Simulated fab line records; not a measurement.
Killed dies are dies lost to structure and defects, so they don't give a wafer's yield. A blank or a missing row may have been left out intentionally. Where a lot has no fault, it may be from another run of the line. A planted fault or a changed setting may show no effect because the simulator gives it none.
Which tool did it? -- flow rit cmos -- 16 lots with 48 wafers sampled at 4 steps, on a route of 202 steps

## WHAT THE GAUGES READ, wafer by wafer
RIT_NWELL_OVL_MEAS_06.
lot,measured,on,NWELL_OVL (nm)
L956,day 1 21:28,overlay-02,3.5 3.9 5.4
L957,day 2 01:18,overlay-01,-2.4 -1.6 -1.0
L958,day 2 06:32,overlay-02,0.8 1.6 -0.4
L959,day 2 12:35,overlay-01,-1.0 -1.8 0.2
L960,day 2 18:43,overlay-02,4.0 4.7 4.6
L961,day 2 23:02,overlay-01,-0.4 0.1 2.1
L962,day 3 02:08,overlay-01,-1.3 0.0 -0.9
L966,day 3 23:13,overlay-02,-0.8 0.4 -0.4
L968,day 4 09:11,overlay-01,-0.1 0.8 0.7
L969,day 4 13:28,overlay-02,2.9 0.9 3.9
L970,day 4 19:07,overlay-02,2.0 1.9 4.8
L971,day 5 01:46,overlay-01,-0.1 -1.4 0.3
L972,day 5 05:46,overlay-02,0.4 -0.2 0.9
L975,day 5 21:00,overlay-02,2.6 0.7 1.1
L977,day 6 05:19,overlay-01,1.2 0.2 -2.0
L979,day 6 16:37,overlay-01,-0.2 -1.7 -1.8

RIT_M1_RS_MEAS_01: measurement is done with a four-point probe.
lot,measured,on,M1_AL_RS (ohm/sq)
L956,day 3 07:07,film metro-02,0.0701 0.0707 0.0706
L957,day 3 10:10,film metro-04,0.0706 0.0709 0.0717
L958,day 3 14:27,film metro-02,0.0706 0.0707 0.0712
L959,day 3 21:51,film metro-04,0.0712 0.0706 0.0714
L960,day 4 05:23,film metro-01,0.0711 0.0713 0.0715
L961,day 4 08:05,film metro-02,0.0707 0.0701 0.0704
L962,day 4 13:14,film metro-04,0.0710 0.0719 0.0717
L966,day 5 11:50,film metro-01,0.0894 0.0896 0.0888
L968,day 5 19:46,film metro-04,0.0910 0.0888 0.0893
L969,day 5 23:43,film metro-04,0.0716 0.0718 0.0723
L970,day 6 05:02,film metro-04,0.0892 0.0897 0.0895
L971,day 6 12:52,film metro-02,0.0884 0.0878 0.0892
L972,day 6 14:58,film metro-02,0.0709 0.0705 0.0709
L975,day 7 05:06,film metro-04,0.0722 0.0713 0.0723
L977,day 7 14:11,film metro-02,0.0714 0.0718 0.0710
L979,day 8 00:03,film metro-04,0.0713 0.0702 0.0706

RIT_M1_THK_MEAS_02: measures by xrf.
lot,measured,on,M1_AL_THK (nm)
L956,day 3 07:14,film metro-02,422 414 418
L957,day 3 10:17,film metro-04,420 418 414
L958,day 3 14:33,film metro-02,416 415 414
L959,day 3 21:58,film metro-04,420 421 418
L960,day 4 05:30,film metro-01,417 417 413
L961,day 4 08:12,film metro-02,420 421 416
L962,day 4 13:20,film metro-04,413 412 413
L966,day 5 11:57,film metro-01,351 351 356
L968,day 5 19:53,film metro-04,346 353 352
L969,day 5 23:50,film metro-04,416 415 412
L970,day 6 05:09,film metro-04,349 348 348
L971,day 6 12:59,film metro-02,352 354 348
L972,day 6 15:05,film metro-02,419 420 418
L975,day 7 05:13,film metro-04,411 415 410
L977,day 7 14:19,film metro-02,412 411 414
L979,day 8 00:10,film metro-04,415 422 419

## EACH LOT AND THE TOOL THAT RAN IT (in order: tool; ch and the chambers of the sampled wafers; start)
lot,RIT_M1_SPUTTER_00
L956,"pvd sputter-03, day 3 06:43"
L957,"pvd sputter-02, day 3 09:52"
L958,"pvd sputter-03, day 3 14:07"
L959,"pvd sputter-02, day 3 21:33"
L960,"pvd sputter-03, day 4 05:05"
L961,"pvd sputter-02, day 4 07:47"
L962,"pvd sputter-03, day 4 12:54"
L966,"pvd sputter-03, day 5 11:31"
L968,"pvd sputter-03, day 5 19:28"
L969,"pvd sputter-04, day 5 23:26"
L970,"pvd sputter-03, day 6 04:43"
L971,"pvd sputter-03, day 6 12:34"
L972,"pvd sputter-02, day 6 14:41"
L975,"pvd sputter-04, day 7 04:49"
L977,"pvd sputter-04, day 7 13:53"
L979,"pvd sputter-04, day 7 23:46"
- RIT_M1_SPUTTER_00: material Al, target thk 400 nm, time 500 s.

## WHAT THE TOOLS THEMSELVES READ (means of the sampled wafers that have a number; where no wafer has one, the mark that the record gives instead)
RIT_M1_SPUTTER_00.
lot,tool,chamber pressure pa (Pa),throttle valve pct (%)
L956,pvd sputter-03,0.4003,30.1
L957,pvd sputter-02,0.4005,29.6
L958,pvd sputter-03,0.4001,30.2
L959,pvd sputter-02,0.4001,29.7
L960,pvd sputter-03,0.3999,30.0
L961,pvd sputter-02,0.4001,30.1
L962,pvd sputter-03,0.3999,30.2
L966,pvd sputter-03,0.4006,30.1
L968,pvd sputter-03,0.4002,30.2
L969,pvd sputter-04,0.3995,29.2
L970,pvd sputter-03,0.4002,30.1
L971,pvd sputter-03,0.4005,30.0
L972,pvd sputter-02,0.3998,29.6
L975,pvd sputter-04,0.3998,30.1
L977,pvd sputter-04,0.3991,29.8
L979,pvd sputter-04,0.4003,29.9

## THE ANSWER, worked out from the rows above alone
Rule: what is usual is taken from the lots themselves. The widest of any qualifying gaps counts: lots, ordered by their means at a reading, are off when they make up no more than a third of the lots, leave a main group of 4 or more, and stand apart from it by 3 or more times the standard deviation of that group's means. If all means in a main group match to the digits the tables above print for the reading, that group is not used. A lot without any number at a reading at which 4 lots or more have one is off too. Where the step has rows for the other lots, those lots are counted as sound. First the gauges in route order, then the tools' own readings, where a lot's mean is used as printed above. At the first step where some lot is off, the reading lying furthest off is the one used; lots without a number count as furthest.
Off: L966, L968, L970, L971, at RIT_M1_RS_MEAS_01 (M1_AL_RS). For the main group the mean is 0.0711 ohm/sq and the standard deviation 0.00049.
If a tool, at a process step before that reading, ran all the lots that are off and no sound lot after the first of them, it fits. Those tools and the gauges at RIT_M1_RS_MEAS_01 are tried in the same way. One fits: RIT_M1_SPUTTER_00 on pvd sputter-03. A fault onset in the window from L962 (day 4 12:54, its last sound lot) to L966 (day 5 11:31, its first lot off) fits.

## WHAT THE SIMULATOR HAD PUT IN
Site profile drift: pvd sputter-03, from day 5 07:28 on, at RIT_M1_SPUTTER_00. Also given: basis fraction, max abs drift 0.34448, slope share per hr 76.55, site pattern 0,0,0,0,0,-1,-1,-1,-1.
Lots struck among those shown: L966, L968, L970, L971. This agrees with what the rule above found.
